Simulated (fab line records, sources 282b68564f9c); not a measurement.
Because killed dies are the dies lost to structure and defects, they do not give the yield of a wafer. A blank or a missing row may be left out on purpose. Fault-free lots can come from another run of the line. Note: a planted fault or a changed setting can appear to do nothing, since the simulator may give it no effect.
What tool caused it? -- flow rit cmos -- 15 lots, 45 wafers sampled, at 1 step of a route of 202

## WHAT THE GAUGES READ, wafer by wafer
The record holds no reading of a measuring or inspecting step that can be judged against a usual standard deviation.

## WHICH TOOL RAN EACH LOT (tool, then ch and the chambers of the sampled wafers, then the start)
lot,RIT_PLDD_PEB_04
L285,"litho track-02 ch 0, day 3 00:34"
L286,"litho track-01 ch 0, day 3 06:01"
L288,"litho track-02 ch 0, day 3 15:41"
L289,"litho track-02 ch 0, day 3 22:59"
L290,"litho track-04 ch 0, day 4 00:42"
L291,"litho track-02 ch 0, day 4 06:10"
L293,"litho track-04 ch 0, day 4 21:34"
L296,"litho track-04, day 5 07:36"
L297,"litho track-02, day 5 13:40"
L298,"litho track-02, day 5 23:34"
L301,"litho track-04 ch 0, day 6 09:41"
L303,"litho track-01 ch 0, day 6 19:16"
L304,"litho track-01 ch 0, day 6 22:53"
L305,"litho track-01 ch 0, day 7 04:13"
L307,"litho track-01 ch 0, day 7 14:10"
- RIT_PLDD_PEB_04

## WHAT THE TOOLS THEMSELVES READ (means of the sampled wafers that have a number; where no wafer has one, the mark that the record gives instead)
RIT_PLDD_PEB_04. Usual: 45.1 Pa for exhaust pa, sd 0.95.
lot,tool,exhaust pa (Pa),flag
L285,litho track-02,44.7,
L286,litho track-01,45.2,
L288,litho track-02,45.7,
L289,litho track-02,45.4,
L290,litho track-04,44.2,
L291,litho track-02,44.6,
L293,litho track-04,44.9,
L296,litho track-04,-,OFF
L297,litho track-02,-,OFF
L298,litho track-02,-,OFF
L301,litho track-04,46.2,
L303,litho track-01,45.5,
L304,litho track-01,45.5,
L305,litho track-01,44.7,
L307,litho track-01,45.6,

## THE ANSWER, worked out from the rows above alone
Rule: a lot is off if the mean of its wafers that have a number lies more than 3 standard deviations from the usual mean. Also off: a lot with no number at a reading for which 4 or more lots have one. The other lots that the step has rows for count as sound. First the gauges in route order, then the tools' own readings, where a lot's mean is used as printed above. The first step at which some lot is off is used, and at that step the reading that is off furthest; a lot without a number counts as furthest.
Off: L296, L297, L298 (RIT_PLDD_PEB_04, exhaust pa). Without a number there: L296, L297, L298.
A tool fits if, at that step or a process step before it, it ran every lot that is off, and no sound lot after the first of them. No candidate that was tried fits.

## WHAT HAD BEEN PUT IN BY THE SIMULATOR
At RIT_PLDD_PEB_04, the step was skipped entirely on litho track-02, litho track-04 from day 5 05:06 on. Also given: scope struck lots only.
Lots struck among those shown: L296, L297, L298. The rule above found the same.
